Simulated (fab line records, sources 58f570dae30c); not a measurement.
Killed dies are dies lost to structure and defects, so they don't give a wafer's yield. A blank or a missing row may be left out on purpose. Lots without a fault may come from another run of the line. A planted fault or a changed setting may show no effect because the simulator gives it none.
A struck lot beside a sound one | flow berkeley_cmos170 | 24 steps out of a route of 331
Sound: wafers L682.4, L682.5, L682.6. Struck: wafers L689.1, L689.2, L689.5. The cause comes at the end.
At each step with rows: each side's tool, then ch and its chambers, then its first start. Under that, the readings that differ: sound wafers | struck wafers | difference of the means | sigmas: that difference in standard deviations of wafers without a fault.
alike: readings whose means differ by less than 2 such deviations, and words and numbers that are the same on both sides. not compared: withheld readings, readings that some wafer has no value for, bounds like >300 that may hide the same value, and numbers for which the record gives no deviation and whose values overlap.
The two part at a step that has a row with sigmas, a row that says differs or no value, or rows on one side only. Numbers that don't overlap but have no deviation are shown without sigmas and don't part them. A reading that every wafer of one side lacks parts them only if that side has two wafers or more.

UCB170_NWELL_ETCH_13: etches Si3N4 in CH3F/Ar/O2, stops on SiO2, target depth 246.4 nm, time 154 s.
  sound on rie_diel-03 ch 0,2,3, day 3 12:58; struck on rie_diel-03 ch 1,2, day 4 22:24
  alike: O2_flow_sccm, drypump_motor_current_A, oes_product_au, throttle_valve_pct
  not compared: rf_hours_counter_h
then, 1 step without rows for these wafers: UCB170_NWELL_IMPLANT_14.
UCB170_NWELL_STRIP_15: strips in O2.
  sound on plasma_asher-03 ch 0,1, day 3 13:14; struck on plasma_asher-01 ch 0,1, day 4 22:39
  alike: drypump_motor_current_A, oes_product_au, strip_time_to_endpoint_s
  not compared: rf_hours_counter_h
UCB170_NWELL_TW_MEAS_16:
  sound on film_metro-02, day 3 13:20; struck on film_metro-02, day 4 22:45
  alike: NWELL_TW
then, 6 steps without rows for these wafers: UCB170_NWELL_CLEAN_17 (cleans in SPM, time 600 s); UCB170_NWELL_WET_ETCH_18 (etches Si3N4 in H3PO4, time 14400 s); UCB170_NWELL_WET_ETCH_19 (etches SiO2 in BOE, time 22 s); UCB170_PWELL_CLEAN_00 (cleans in SPM, time 600 s); UCB170_PWELL_CLEAN_01 (cleans in dHF, time 60 s); UCB170_PWELL_OXIDATION_02 (target thk 26.4 nm, ox time 1260 s).
UCB170_PWELL_THK_MEAS_03:
  sound on film_metro-02, day 3 22:23; struck on film_metro-03, day 5 08:34
  alike: PWELL_OXIDE_THK
then, 1 step without rows for these wafers: UCB170_PWELL_ANNEAL_04 (time 900 s).
UCB170_PWELL_CVD_05: deposits Si3N4 from SiH2Cl2/NH3, target thk 220 nm, time 3300 s.
  sound on lpcvd-01 ch 1, day 4 03:42; struck on lpcvd-01 ch 0, day 5 15:41
  reading                                 | sound             | struck            | difference | sigmas
  pressure_mtorr (mTorr)                  | 200.1 199.8 200.2 | 159.9 159.6 159.6 | -40.3      | -96
  model.Si3N4_of_PWELL_CVD_05.thk_nm (nm) | 220.3 221.9 221.5 | 206.3 207.1 207   | -14.4      |
  alike: zone_power_load_pct, zone_power_source_pct
UCB170_PWELL_THK_MEAS_06:
  sound on film_metro-03, day 4 05:39; struck on film_metro-03, day 5 17:37
  reading                | sound             | struck            | difference | sigmas
  PWELL_NITRIDE_THK (nm) | 220.4 221.8 221.4 | 206.2 206.9 207.0 | -14.5      | -7
then, 6 steps without rows for these wafers: UCB170_PWELL_HMDS_07 (prime time 60 s); UCB170_PWELL_COAT_08 (resist thk 900 nm); UCB170_PWELL_SOFTBAKE_09 (time 60 s); UCB170_PWELL_EXPOSE_10 (exposes mask PWELL, target cd 3000 nm); UCB170_PWELL_PEB_11; UCB170_PWELL_DEVELOP_12 (develop time 45 s).
UCB170_PWELL_OVL_MEAS_13:
  sound on overlay-01, day 4 06:52; struck on overlay-02, day 5 18:36
  alike: PWELL_OVL
UCB170_PWELL_ETCH_14: etches Si3N4 in CH3F/Ar/O2, stops on SiO2, target depth 242 nm, time 151 s.
  sound on rie_diel-04 ch 2,3, day 4 06:53; struck on rie_diel-02 ch 0,2,3, day 5 18:38
  reading                  | sound             | struck            | difference | sigmas
  oes_product_au (a.u.)    | 0.938 0.937 0.959 | 0.888 0.890 0.899 | -0.052     | -3
  model.etch.depth_nm (nm) | 220.3 221.9 221.5 | 206.3 207.1 207   | -14.4      |
  alike: O2_flow_sccm, drypump_motor_current_A, throttle_valve_pct
  not compared: rf_hours_counter_h
then, 1 step without rows for these wafers: UCB170_PWELL_IMPLANT_15.
-- the record jumps here: 5 days lie between the struck wafers' starts before and after (it left off in module PWELL and takes up again in module M3, whose first step shown is number 331 of the route) --
UCB170_M3_PROBE_99:
  the record has rows for the struck wafers here (prober-02, day 10 23:43) and none for the sound ones

WHERE THEY PART
First at UCB170_PWELL_CVD_05; last, within this record, at UCB170_M3_PROBE_99.

WHY: what the simulator had put in
Process parameter drift: lpcvd-01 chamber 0, from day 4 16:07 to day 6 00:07, at UCB170_PWELL_CVD_05. Setting pressure_mtorr, moved by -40, from 200. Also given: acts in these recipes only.
